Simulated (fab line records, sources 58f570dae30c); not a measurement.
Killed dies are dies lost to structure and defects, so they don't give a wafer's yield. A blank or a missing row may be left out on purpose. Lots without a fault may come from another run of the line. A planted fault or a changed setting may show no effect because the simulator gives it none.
Chamber matching | flow berkeley_cmos170 | UCB170_SPACER_CVD_00 on pecvd-04: 3 sister chambers
The step deposits SiO2 from TEOS/O2, target thk 376 nm, time 47 s. 6 wafers are shown with their chamber, then 7 later ones without.

WAFERS WITH THEIR CHAMBER
wafer  | chamber | heater_power_w (W) | rf_fwd_power_W (W)
L326.3 | 0       | 234                | 542.9
L326.5 | 0       | 250                | 544.5
L331.1 | 1       | 251                | 548.8
L331.4 | 2       | 293                | 545.6
L332.1 | 1       | 195                | 545.1
L332.2 | 2       | 334                | 549.5

WAFERS WITHOUT THEIR CHAMBER
wafer  | heater_power_w (W) | rf_fwd_power_W (W)
L332.5 | 214                | 546.1
L337.2 | 336                | 544.8
L337.4 | 220                | 545.9
L337.6 | 238                | 545.6
L338.2 | 288                | 546.5
L338.3 | 214                | 546.0
L338.5 | 302                | 546.3

WHICH CHAMBER EACH WENT THROUGH
wafer  | from the rows above          | in truth
L332.5 | can't be placed: 1 or 0      | 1
L337.2 | can't be placed: 2 or 0      | 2
L337.4 | can't be placed: 1 or 0      | 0
L337.6 | can't be placed: 1 or 0 or 2 | 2
L338.2 | can't be placed: 2 or 0 or 1 | 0
L338.3 | can't be placed: 1 or 0      | 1
L338.5 | can't be placed: 2 or 0      | 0
Placed correctly: 0 of 7. Can't be placed from these rows: 7 (the true chamber is among the candidates in 7). Placed wrongly: 0.
How it was worked out, from the rows above alone: a wafer's distance from a chamber is the root of the sum, over the readings, of the square of ((its reading less the chamber's mean) divided by the reading's scatter). The wafer belongs to the nearest chamber; if the next one is less than 2 further off, it can't be placed. A chamber's mean is the mean of its shown wafers. The scatter: the root of (the sum of the squares of (reading less its chamber's mean) over the shown wafers, divided by (wafers less chambers)).
